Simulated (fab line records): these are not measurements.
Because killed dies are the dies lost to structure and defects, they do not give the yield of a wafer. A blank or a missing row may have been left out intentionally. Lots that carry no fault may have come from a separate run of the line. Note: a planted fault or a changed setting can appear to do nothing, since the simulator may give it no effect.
Problem report, 8D (eight disciplines) form, completed by code / flow rit-cmos / the parts of the form that need people (team, actions taken, sign-off) are left out

## 1. THE PROBLEM
Wafers with no fault read 268.2 s with a standard deviation of 0.44, whereas run-length-s at RIT_SPACER_ETCHBACK_05 reads a mean of 311.0 s on 1 wafer of 1 lot. Relative to the usual mean, that is a shift of +97 standard deviations.
The step: etches Si3N4 in SF6/CHF3, stops on SiO2, target depth 250 nm, time 240 s.
First observed at day 6 17:19: wafer L691.6, on rie-diel-02. Wafers with a number at this step in the record: 39, from 13 lots. Rule for "out", or "out of limits": more than 4 standard deviations from the usual mean. The other wafers with a number count as sound.

## 2. WHAT IT IS; WHAT IT IS NOT
question=which readings at this step | is=run-length-s, oes-product-au | is not=drypump-motor-current-A, throttle-valve-pct
question=which lots | is=L691 | is not=L673, L674, L677, L678, L679, L680, L681, L687, L693, L694, L695, L696
question=which wafers of those lots | is=L691.6 | is not=L691.1, L691.3
question=read on which tools | is=rie-diel-02 | is not=rie-diel-01, rie-diel-04
question=when | is=from day 6 17:19 | is not=up to then (26 sound wafers); but 12 sound wafers of L693, L694, L695, L696 came after

## 3. THE SUSPECTS, EACH WITH WHAT RULES IT OUT
Counting: a tool at a process step up to the reading stays a suspect if it ran every lot that is out. Sound lots after the first of them don't rule it out here, since some wafers of a struck lot are sound.
- rie-diel-02 at RIT_SPACER_ETCHBACK_05 (etches Si3N4 in SF6/CHF3, stops on SiO2, target depth 250 nm, time 240 s): kept. It ran the lot that is out, L691 (day 6 17:19); its last sound lot up to then is L687 (day 5 22:43). Its own readings are out on those wafers: oes-product-au, run-length-s.
- Within rie-diel-02 at RIT_SPACER_ETCHBACK_05: the wafers that are out ran in chamber 3; their sound lot-mates ran in chambers 0, 2.
After counting, what remains is rie-diel-02 at RIT_SPACER_ETCHBACK_05.

## 4. THE CAUSE (what the simulator had put in)
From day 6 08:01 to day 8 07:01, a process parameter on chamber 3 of rie-diel-02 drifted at RIT_SPACER_ETCHBACK_05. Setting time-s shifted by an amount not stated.
Only this tool survived the counting.

## 5. SEQUENCE OF EFFECTS, ordered by route
Each row: a reading whose mean over the struck wafers that have a number lies more than 3 standard deviations from the usual. Readings are gone through only where the record gives a usual standard deviation; hours: the median, over the lots, of the time from a lot's start at the first step in this table giving one to that lot's start at this step; sigmas: the change measured in usual standard deviations.
hours=0; step=RIT_SPACER_ETCHBACK_05; reading=oes-product-au; usual=0.847 a.u.; on struck wafers=0.756; change=-0.091; sigmas=-9.1
hours=0; step=RIT_SPACER_ETCHBACK_05; reading=run-length-s; usual=268.2 s; on struck wafers=311.0; change=+42.8; sigmas=+97
It contains these process steps:
- RIT_SPACER_ETCHBACK_05: etches Si3N4 in SF6/CHF3, stops on SiO2, target depth 250 nm, time 240 s.

## 6. WHAT WOULD HAVE CAUGHT IT SOONER
In this record no reading fell out of limits until day 6 17:19, 9 hours after the fault had begun at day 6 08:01.
